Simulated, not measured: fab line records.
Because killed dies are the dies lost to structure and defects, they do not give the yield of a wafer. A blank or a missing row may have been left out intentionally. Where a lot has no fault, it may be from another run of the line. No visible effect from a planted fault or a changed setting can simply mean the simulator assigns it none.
Split-lot study || flow rit cmos || route with 202 steps; 5 lots, 23 wafers read

THE SPLIT
At RIT_SDANNEAL_RTA_03 (time 5 s), the setting time s was moved away from the recipe's 5 s on 4 of the 23 wafers read, by -11.6% to +7.0%. The other wafers ran this setting at the recipe's value.

Split to reading: the file shows no intervening step.

THE READING
PSD_RS, in ohm/sq, at RIT_SDANNEAL_RS_MEAS_04 (measures by four-point-probe). Typical for fault-free wafers on this fab line: 116.56 ohm/sq, with standard deviation 0.28 ohm/sq.

{"wafer": "L074.1", "tool, chamber at the split": "rtp anneal-02, 0", "time s as run, s": 5, "against the recipe": "recipe", "PSD_RS, ohm/sq": 116.38, "against lot-mates on the recipe": "-"}
{"wafer": "L074.2", "tool, chamber at the split": "rtp anneal-02, 0", "time s as run, s": 5, "against the recipe": "recipe", "PSD_RS, ohm/sq": 116.51, "against lot-mates on the recipe": "-"}
{"wafer": "L074.3", "tool, chamber at the split": "rtp anneal-02, 0", "time s as run, s": 5, "against the recipe": "recipe", "PSD_RS, ohm/sq": 116.75, "against lot-mates on the recipe": "-"}
{"wafer": "L074.4", "tool, chamber at the split": "rtp anneal-02, 0", "time s as run, s": 5, "against the recipe": "recipe", "PSD_RS, ohm/sq": 116.75, "against lot-mates on the recipe": "-"}
{"wafer": "L074.6", "tool, chamber at the split": "rtp anneal-02, 0", "time s as run, s": 5, "against the recipe": "recipe", "PSD_RS, ohm/sq": 116.61, "against lot-mates on the recipe": "-"}
{"wafer": "L079.1", "tool, chamber at the split": "rtp anneal-01, 0", "time s as run, s": 5, "against the recipe": "recipe", "PSD_RS, ohm/sq": 116.41, "against lot-mates on the recipe": "-"}
{"wafer": "L079.2", "tool, chamber at the split": "rtp anneal-01, 0", "time s as run, s": 5, "against the recipe": "recipe", "PSD_RS, ohm/sq": 116.63, "against lot-mates on the recipe": "-"}
{"wafer": "L079.3", "tool, chamber at the split": "rtp anneal-01, 0", "time s as run, s": 5, "against the recipe": "recipe", "PSD_RS, ohm/sq": 116.83, "against lot-mates on the recipe": "-"}
{"wafer": "L080.1", "tool, chamber at the split": "rtp anneal-02, 0", "time s as run, s": 5, "against the recipe": "recipe", "PSD_RS, ohm/sq": 116.49, "against lot-mates on the recipe": "-"}
{"wafer": "L080.2", "tool, chamber at the split": "rtp anneal-02, 0", "time s as run, s": 5, "against the recipe": "recipe", "PSD_RS, ohm/sq": 116.65, "against lot-mates on the recipe": "-"}
{"wafer": "L080.3", "tool, chamber at the split": "rtp anneal-02, 0", "time s as run, s": 5, "against the recipe": "recipe", "PSD_RS, ohm/sq": 116.99, "against lot-mates on the recipe": "-"}
{"wafer": "L080.4", "tool, chamber at the split": "rtp anneal-02, 0", "time s as run, s": 5, "against the recipe": "recipe", "PSD_RS, ohm/sq": 116.70, "against lot-mates on the recipe": "-"}
{"wafer": "L080.6", "tool, chamber at the split": "rtp anneal-02, 0", "time s as run, s": 5, "against the recipe": "recipe", "PSD_RS, ohm/sq": 116.58, "against lot-mates on the recipe": "-"}
{"wafer": "L081.2", "tool, chamber at the split": "rtp anneal-01, 0", "time s as run, s": 5.348, "against the recipe": "+7.0%", "PSD_RS, ohm/sq": 115.31, "against lot-mates on the recipe": -0.92}
{"wafer": "L081.3", "tool, chamber at the split": "rtp anneal-01, 0", "time s as run, s": 5, "against the recipe": "recipe", "PSD_RS, ohm/sq": 116.48, "against lot-mates on the recipe": "-"}
{"wafer": "L081.4", "tool, chamber at the split": "rtp anneal-01, 0", "time s as run, s": 5, "against the recipe": "recipe", "PSD_RS, ohm/sq": 116.18, "against lot-mates on the recipe": "-"}
{"wafer": "L081.5", "tool, chamber at the split": "rtp anneal-01, 0", "time s as run, s": 5.348, "against the recipe": "+7.0%", "PSD_RS, ohm/sq": 115.64, "against lot-mates on the recipe": -0.59}
{"wafer": "L081.6", "tool, chamber at the split": "rtp anneal-01, 0", "time s as run, s": 5, "against the recipe": "recipe", "PSD_RS, ohm/sq": 116.03, "against lot-mates on the recipe": "-"}
{"wafer": "L082.1", "tool, chamber at the split": "rtp anneal-02, 0", "time s as run, s": 5, "against the recipe": "recipe", "PSD_RS, ohm/sq": 116.69, "against lot-mates on the recipe": "-"}
{"wafer": "L082.2", "tool, chamber at the split": "rtp anneal-02, 0", "time s as run, s": 4.422, "against the recipe": "-11.6%", "PSD_RS, ohm/sq": 118.64, "against lot-mates on the recipe": "+2.07"}
{"wafer": "L082.4", "tool, chamber at the split": "rtp anneal-02, 0", "time s as run, s": 4.422, "against the recipe": "-11.6%", "PSD_RS, ohm/sq": 118.34, "against lot-mates on the recipe": "+1.77"}
{"wafer": "L082.5", "tool, chamber at the split": "rtp anneal-02, 0", "time s as run, s": 5, "against the recipe": "recipe", "PSD_RS, ohm/sq": 116.56, "against lot-mates on the recipe": "-"}
{"wafer": "L082.6", "tool, chamber at the split": "rtp anneal-02, 0", "time s as run, s": 5, "against the recipe": "recipe", "PSD_RS, ohm/sq": 116.47, "against lot-mates on the recipe": "-"}

THE FIT
A straight line over all 23 wafers: PSD_RS changes by -0.164 ohm/sq for each +1% of time s; r = -0.95; the points scatter about the line by 0.22 ohm/sq.
The same after taking each lot's own level away (the mean of its wafers on the recipe; 23 wafers): -0.15 ohm/sq for each +1%; r = -0.96; scatter 0.19 ohm/sq.
Per that fit: largest time s move, reading shift of 1.7 ohm/sq.
From 116.230 to 116.682 ohm/sq: that is the span of the lots' own levels, equal to 1.6 times the standard deviation above.
So the lot-to-lot level changes the slope little: the two slopes agree.
Check: +1.58 ohm/sq against its lot-mates is what the line predicts for one of the wafers moved furthest among these (-11.6%) when that wafer is left out of the fit. It came out at +2.07 ohm/sq against them.

THESE WAFERS: OTHER SPLITS
These wafers also went through other splits before the reading. Each is held against what the fit with the lots' levels taken away leaves over:
{"other split on the same wafers": "RIT_ACTIVE_CVD_03 time s", "wafers away from the commonest value": 18, "r with PSD_RS (lot level and that fit taken away)": "+0.09"}
{"other split on the same wafers": "RIT_ACTIVE_ETCH_13 over etch frac", "wafers away from the commonest value": 9, "r with PSD_RS (lot level and that fit taken away)": "+0.32"}
{"other split on the same wafers": "RIT_PWELL_COAT_01 resist thk nm", "wafers away from the commonest value": 8, "r with PSD_RS (lot level and that fit taken away)": -0.49}
{"other split on the same wafers": "RIT_NRETRO_IMPLANT_08 energy kev", "wafers away from the commonest value": 9, "r with PSD_RS (lot level and that fit taken away)": "+0.18"}
{"other split on the same wafers": "RIT_GATE_EXPOSE_13 dose mj", "wafers away from the commonest value": 9, "r with PSD_RS (lot level and that fit taken away)": "+0.18"}
{"other split on the same wafers": "RIT_GATE_DEVELOP_15 develop time s", "wafers away from the commonest value": 8, "r with PSD_RS (lot level and that fit taken away)": -0.27}
{"other split on the same wafers": "RIT_PLDD_IMPLANT_08 dose cm2", "wafers away from the commonest value": 9, "r with PSD_RS (lot level and that fit taken away)": -0.35}
{"other split on the same wafers": "RIT_NSD_IMPLANT_08 dose cm2", "wafers away from the commonest value": 7, "r with PSD_RS (lot level and that fit taken away)": "+0.09"}

THE FILE'S OWN FIT
PSD_RS changes by -0.15 ohm/sq for each +1% of time s, r = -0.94.
